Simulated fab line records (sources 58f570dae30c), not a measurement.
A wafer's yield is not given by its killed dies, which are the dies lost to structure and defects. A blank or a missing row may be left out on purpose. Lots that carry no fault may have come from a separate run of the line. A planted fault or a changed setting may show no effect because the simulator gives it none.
Which tool did it? || flow berkeleyCmos170 || 7 lots, 21 wafers sampled, at 2 steps of a route of 331

== WHAT THE GAUGES READ, wafer by wafer ==
UCB170_WELLDRIVE_THK_MEAS_02.
{"lot": "L347", "measured": "day 4 10:29", "on": "filmMetro-03", "WELLDRIVE_OXIDE_THK (nm)": "193 190 190"}
{"lot": "L350", "measured": "day 4 21:11", "on": "filmMetro-03", "WELLDRIVE_OXIDE_THK (nm)": "203 201 203"}
{"lot": "L352", "measured": "day 5 14:47", "on": "filmMetro-02", "WELLDRIVE_OXIDE_THK (nm)": "196 195 194"}
{"lot": "L356", "measured": "day 6 02:20", "on": "filmMetro-03", "WELLDRIVE_OXIDE_THK (nm)": "201 199 200"}
{"lot": "L360", "measured": "day 7 03:51", "on": "filmMetro-03", "WELLDRIVE_OXIDE_THK (nm)": "203 205 204"}
{"lot": "L364", "measured": "day 7 23:32", "on": "filmMetro-01", "WELLDRIVE_OXIDE_THK (nm)": "187 191 192"}
{"lot": "L368", "measured": "day 8 23:38", "on": "filmMetro-03", "WELLDRIVE_OXIDE_THK (nm)": "202 205 203"}

== WHICH TOOL RAN EACH LOT (tool, then ch and the chambers of the sampled wafers, then the start) ==
{"lot": "L347", "UCB170_ZERO_STRIP_07": "plasmaAsher-01 ch 0,1, day 2 10:57"}
{"lot": "L350", "UCB170_ZERO_STRIP_07": "plasmaAsher-03 ch 0,1, day 2 19:07"}
{"lot": "L352", "UCB170_ZERO_STRIP_07": "plasmaAsher-03 ch 0,1, day 3 12:23"}
{"lot": "L356", "UCB170_ZERO_STRIP_07": "plasmaAsher-03 ch 0,1, day 4 05:55"}
{"lot": "L360", "UCB170_ZERO_STRIP_07": "plasmaAsher-04 ch 0,1, day 4 21:10"}
{"lot": "L364", "UCB170_ZERO_STRIP_07": "plasmaAsher-04 ch 0,1, day 5 23:36"}
{"lot": "L368", "UCB170_ZERO_STRIP_07": "plasmaAsher-04 ch 0,1, day 7 00:28"}
- UCB170_ZERO_STRIP_07: strips in O2.

== THE ANSWER, worked out from the rows above alone ==
Rule: the lots themselves supply what counts as usual. The widest of any qualifying gaps counts: lots, ordered by their means at a reading, are off when they make up no more than a third of the lots, leave a main group of 4 or more, and stand apart from it by 3 or more times the standard deviation of that group's means. If all means in a main group match to the digits the tables above print for the reading, that group is not used. A lot without any number at a reading at which 4 lots or more have one is off too. All remaining lots with rows at the step are treated as sound.
Nothing can be told from this: no lot is off at any reading shown.

== WHAT THE SIMULATOR HAD PUT IN ==
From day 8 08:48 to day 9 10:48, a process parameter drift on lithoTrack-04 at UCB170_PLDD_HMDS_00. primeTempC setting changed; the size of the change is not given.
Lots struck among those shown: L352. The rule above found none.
